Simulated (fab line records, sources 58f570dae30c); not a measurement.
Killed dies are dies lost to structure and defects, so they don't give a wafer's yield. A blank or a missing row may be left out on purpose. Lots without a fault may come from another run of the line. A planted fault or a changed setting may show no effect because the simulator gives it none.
fab line records | flow berkeley_cmos170
record lots=7 wafers=21 last_day=12
route steps=331 shown M3@310
lots that met no fault: from a run of the same line without faults
start_h: hours from the record's first day to the start of the lot's first wafer shown | wait_h: hours since the lot's step before | " the same as in the row above | L1.1+2: a row that stands for several wafers | - no value, or no start given | * or withheld: withheld | < > ~ a bound
route shown NAME@n: a module of which the file shows steps, and the number in the route of the first | usual: mean/standard deviation of fault-free wafers | same: alike in all rows | chamber/n: place in a boat | sites: the reading at each site | _std_site: their standard deviation | _edge_site: outer sites' mean less inner sites' | radius_mm: how far each site lies from the wafer's centre | mask NAME#n: copy n | behind: the tool/chamber that last shaped the wafer | hold: why the lot was held/for how many hours/how that ended | device: the transistor (n, p or np) that didn't switch | end of line: the same wafers' tests at the end of the route | a step without rows: its recipe alone | killed: dies lost to structure and defects at the first sort, not the wafer's yield | map: a wafer's dies, x killed, . not, _ none there
set.NAME: the setting as run; set.NAME@STEP: as run at that earlier step | model.NAME: the simulator's own value behind a step, which no gauge read
lots at some steps of the route; a table a step, a row a wafer
services: from which hour (start_h, from the record's first day; less than 0 if before it) a tool's chamber was out of use, for how many hours, and why
## steps
# step UCB170_M3_SPUTTER_01
# recipe material=Al target_thk_nm=900 time_s=120 power_w=6000 chamber_pressure_pa=0.5
# usual throttle_valve_pct=29.7/0.82
# columns lot.wafer tool chamber start_h wait_h throttle_valve_pct
L486.3 pvd_sputter-02 - 173.62 0.0 28.8
L486.4 " - " " 29.2
L486.5 " - " " 28.5
L487.1 pvd_sputter-04 - 173.94 0.0 31.1
L487.2 " - " " 29.2
L487.5 " - " " 28.8
L489.2 pvd_sputter-01 - 183.63 0.0 31.0
L489.5 " - " " 31.1
L489.6 " - " " 29.8
L490.1 pvd_sputter-02 - 184.17 0.0 29.7
L490.2 " - " " 28.6
L490.6 " - " " 28.8
L497.1 pvd_sputter-02 - 232.31 0.0 28.8
L497.2 " - " " 29.9
L497.5 " - " " 29.8
L499.1 pvd_sputter-04 - 234.06 0.0 30.7
L499.4 " - " " 29.0
L499.6 " - " " 30.8
L505.2 pvd_sputter-02 - 280.18 0.0 29.1
L505.3 " - " " 28.7
L505.6 " - " " 29.8
# step UCB170_M3_RS_MEAS_02
# recipe thk_meas_gauge=four-point-probe reads=Al_of_M3_SPUTTER_01
# usual M3_AL_RS=0.0322/0.0003
# columns lot.wafer tool chamber start_h wait_h M3_AL_RS[ohm/sq]
L486.3 film_metro-03 - 173.75 0.1 0.0325
L486.4 " - " " 0.0325
L486.5 " - " " 0.0324
L487.1 film_metro-04 - 174.02 0.0 0.0316
L487.2 " - " " 0.0314
L487.5 " - " " 0.0316
L489.2 film_metro-04 - 183.73 0.1 0.0323
L489.5 " - " " 0.0326
L489.6 " - " " 0.0323
L490.1 film_metro-03 - 184.25 0.0 0.0322
L490.2 " - " " 0.0324
L490.6 " - " " 0.0322
L497.1 film_metro-02 - 232.39 0.0 0.0330
L497.2 " - " " 0.0328
L497.5 " - " " 0.0326
L499.1 film_metro-02 - 234.15 0.0 0.0320
L499.4 " - " " 0.0323
L499.6 " - " " 0.0322
L505.2 film_metro-02 - 280.28 0.1 0.0323
L505.3 " - " " 0.0321
L505.6 " - " " 0.0320
# step UCB170_M3_THK_MEAS_03
# recipe thk_meas_gauge=xrf reads=Al_of_M3_SPUTTER_01
# usual M3_AL_THK=887/9.7
# columns lot.wafer tool chamber start_h wait_h M3_AL_THK[nm]
L486.3 film_metro-03 - 173.85 0.1 877
L486.4 " - " " 876
L486.5 " - " " 879
L487.1 film_metro-04 - 174.14 0.1 907
L487.2 " - " " 913
L487.5 " - " " 915
L489.2 film_metro-04 - 183.84 0.1 887
L489.5 " - " " 882
L489.6 " - " " 887
L490.1 film_metro-03 - 184.37 0.1 880
L490.2 " - " " 879
L490.6 " - " " 886
L497.1 film_metro-02 - 232.51 0.1 865
L497.2 " - " " 870
L497.5 " - " " 874
L499.1 film_metro-02 - 234.27 0.1 891
L499.4 " - " " 883
L499.6 " - " " 882
L505.2 film_metro-02 - 280.39 0.1 875
L505.3 " - " " 880
L505.6 " - " " 880
# step UCB170_M3_HMDS_04
# recipe prime_time_s=60 prime_temp_c=100
# step UCB170_M3_COAT_05
# recipe resist=KrF spin_rpm=1500 resist_thk_nm=900
# step UCB170_M3_SOFTBAKE_06
# recipe resist=KrF temp_c=130 time_s=60
# step UCB170_M3_STRIP_07
# recipe chemistry=O2 power_w=400 pressure_mtorr=3500 platen_temp_c=withheld o2_flow_sccm=400 overash_fraction=0.5
# usual drypump_motor_current_A=6.1/0.53 oes_product_au=0.735/0.0045 strip_time_to_endpoint_s=21.98/0.065
# same overash_fraction=0.5
# columns lot.wafer tool chamber start_h wait_h drypump_motor_current_A oes_product_au rf_hours_counter_h strip_time_to_endpoint_s
L486.3 plasma_asher-01 1 174.37 0.1 5.8 0.734 - 21.87
L486.4 " 0 " " 5.2 0.740 - 21.89
L486.5 " 1 " " 5.8 0.748 - 21.91
L487.1 plasma_asher-03 0 174.65 0.1 6.3 0.733 47 21.98
L487.2 " 1 " " 6.8 0.740 47 21.95
L487.5 " 1 " " 6.8 0.729 - 21.91
L489.2 plasma_asher-01 1 184.34 0.1 5.7 0.733 49 21.85
L489.5 " 0 " " 5.2 0.726 - 21.85
L489.6 " 1 " " 5.8 0.737 - 21.86
L490.1 plasma_asher-01 1 184.88 0.1 5.9 0.729 49 22.11
L490.2 " 0 " " 5.2 0.735 49 22.02
L490.6 " 0 " " 5.2 0.733 - 22.08
L497.1 plasma_asher-02 1 233.02 0.1 6.1 0.734 11 21.98
L497.2 " 0 " " 5.9 0.733 11 21.96
L497.5 " 1 " " 6.2 0.741 - 22.00
L499.1 plasma_asher-02 1 235.38 0.1 6.2 0.743 12 21.97
L499.4 " 1 " " 6.2 0.734 - 22.01
L499.6 " 1 " " 6.2 0.743 - 21.98
L505.2 plasma_asher-02 0 280.89 0.1 5.9 0.736 17 22.00
L505.3 " 0 " " 5.8 0.730 - 22.06
L505.6 " 0 " " 5.9 0.736 - 22.03
# step UCB170_M3_STRIP_08
# recipe chemistry=DMSO temp_c=80 time_s=600 material=KrF
# step UCB170_M3_COAT_09
# recipe resist=BARC temp_c=withheld time_s=withheld spin_rpm=3000 resist_thk_nm=withheld
# step UCB170_M3_COAT_10
# recipe resist=KrF spin_rpm=1500 resist_thk_nm=900
# step UCB170_M3_SOFTBAKE_11
# recipe resist=KrF temp_c=130 time_s=60
# step UCB170_M3_EXPOSE_12
# recipe mask_id=METAL3 target_cd_nm=700 na=0.5 sigma_outer=0.6 source_shape=conventional dose_mj=26
# step UCB170_M3_PEB_13
# recipe peb_temp_c=130 peb_time_s=withheld resist=KrF
# usual chill_plate_temp_C=23.00/0.12 exhaust_pa=45.3/0.84 heater_power_total_W=56.80/0.044
# columns lot.wafer tool chamber start_h wait_h chill_plate_temp_C exhaust_pa heater_power_total_W
L486.3 litho_track-01 - 175.44 0.1 - - -
L486.4 " - " " - - -
L486.5 " - " " - - -
L487.1 litho_track-03 - 175.94 0.1 - - -
L487.2 " - " " - - -
L487.5 " - " " - - -
L489.2 litho_track-03 - 185.66 0.3 - - -
L489.5 " - " " - - -
L489.6 " - " " - - -
L490.1 litho_track-02 0 186.06 0.1 22.94 44.7 56.77
L490.2 " 0 " " 23.08 45.0 56.94
L490.6 " 0 " " 23.07 44.6 56.81
L497.1 litho_track-03 0 235.08 0.6 23.02 45.4 56.78
L497.2 " 0 " " 23.18 44.5 56.79
L497.5 " 0 " " 22.91 44.9 56.84
L499.1 litho_track-01 0 236.23 0.1 22.97 45.8 56.79
L499.4 " 0 " " 23.16 45.6 56.80
L499.6 " 0 " " 23.10 46.0 56.85
L505.2 litho_track-02 0 282.16 0.1 23.06 44.3 56.84
L505.3 " 0 " " 22.96 44.2 56.92
L505.6 " 0 " " 22.92 44.6 56.79
# step UCB170_M3_DEVELOP_14
# recipe developer=TMAH develop_time_s=45 resist=KrF dev_temp_c=21
## services
# columns tool chamber start_h hours kind
plasma_asher-02 - 163.56 12.4 repair
plasma_asher-01 - 169.20 2.8 pm
pvd_sputter-02 - 175.03 2.7 repair
pvd_sputter-01 - 186.78 1.0 repair
plasma_asher-03 - 192.85 1.3 repair
plasma_asher-01 - 195.90 1.2 repair
plasma_asher-03 - 218.75 5.6 repair
plasma_asher-01 - 239.30 0.8 repair
plasma_asher-02 - 239.67 2.8 pm
plasma_asher-01 - 269.84 0.6 repair
## key
first_sign step=UCB170_M3_PEB_13 reading=tool_record direction=missing
effect none on later readings
met_at UCB170_M3_PEB_13
struck_wafers L486.3,L486.4,L486.5,L487.1,L487.2,L487.5,L489.2,L489.5,L489.6
later_rows_left_out L486.3,L486.4,L486.5,L487.1,L487.2,L487.5,L489.2,L489.5,L489.6
sort_left_out L486.3,L486.4,L486.5,L487.1,L487.2,L487.5,L489.2,L489.5,L489.6
fault kind=skipped_step_whole tool=litho_track-01,litho_track-03 chamber=- onset_h=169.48 steps=UCB170_M3_PEB_13 scope=struck_lots_only
# sort_left_out: the simulated sort isn't trusted on such a fault, so these wafers' sort isn't shown, and their yield isn't known
# later_rows_left_out: the simulator's readings of these wafers behind a module that went badly wrong aren't trusted and aren't shown, but for the sort
